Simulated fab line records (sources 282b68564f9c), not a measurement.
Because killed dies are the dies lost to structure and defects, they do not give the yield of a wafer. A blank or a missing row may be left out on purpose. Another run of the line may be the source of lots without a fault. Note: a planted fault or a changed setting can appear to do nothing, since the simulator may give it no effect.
Code-filled problem report in 8D (eight disciplines) form :: flow rit cmos :: the parts of the form that need people (team, actions taken, sign-off) are left out

1. PROBLEM STATEMENT
At RIT_GATE_ETCH_19, run length s averages 239.5 s over 9 wafers from 3 lots, while fault-free wafers read 193.4 s, standard deviation 0.45. That is +99 or more standard deviations from the usual mean.
The step: etches poly-Si in SF6/CHF3/O2, stops on SiO2, time 165 s, target depth 312.5 nm.
Earliest sighting: wafer L910.2 on rie si-01 at day 3 23:47. The record holds 21 wafers of 7 lots with a number at this step. The rule behind "out" and "out of limits": a value lying over 4 standard deviations away from the usual mean. Any other wafer with a number is counted as sound.

2. WHAT THIS IS AND IS NOT
question: which readings at this step
is: run length s, oes product au
is not: CHF3_flow_sccm, drypump motor current A

question: which lots
is: L910, L914, L916
is not: L906, L922, L925, L926

question: which wafers of those lots
is: all that have a number
is not: -

question: read on which tools
is: rie si-01
is not: rie si-02

question: when
is: from day 3 23:47
is not: up to then (3 sound wafers); but 9 sound wafers of L922, L925, L926 came after

3. SUSPECTS, AND WHAT RULES EACH OUT
Counting: a tool stays on the suspect list if, at a process step up to the reading, it processed all lots that are out and no sound lot following the first of them.
- rie si-01 at RIT_GATE_ETCH_19 (etches poly-Si in SF6/CHF3/O2, stops on SiO2, time 165 s, target depth 312.5 nm): ruled out as a lasting fault. The sound lots L926 went through it after L910, its earliest lot that is out (day 3 23:47).
Left after counting: nothing in the record.

4. THE CAUSE (what the simulator had put in)
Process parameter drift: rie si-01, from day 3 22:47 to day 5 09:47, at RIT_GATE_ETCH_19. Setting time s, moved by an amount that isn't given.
Counting ruled it out, wrongly.

5. SEQUENCE OF EFFECTS, ordered by route
Each row: a reading where the mean over the struck wafers with a number is more than 3 standard deviations away from the usual. Only readings whose record carries a usual standard deviation are examined. hours: median over the lots of the time between each lot's start at the first step of this table that gives one and its start at this step. sigmas: the change, counted in usual standard deviations.
hours: 0
step: RIT_GATE_ETCH_19
reading: oes product au
usual: 0.849 a.u.
on struck wafers: 0.714
change: -0.135
sigmas: -12

hours: 0
step: RIT_GATE_ETCH_19
reading: run length s
usual: 193.4 s
on struck wafers: 239.5
change: +46.1
sigmas: +99 or more
Process steps it contains:
- RIT_GATE_ETCH_19: etches poly-Si in SF6/CHF3/O2, stops on SiO2, time 165 s, target depth 312.5 nm.

6. WHAT WOULD HAVE CAUGHT IT SOONER
In this record the first reading out of limits was taken at day 3 23:47, 1 hour after the fault began at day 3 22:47.
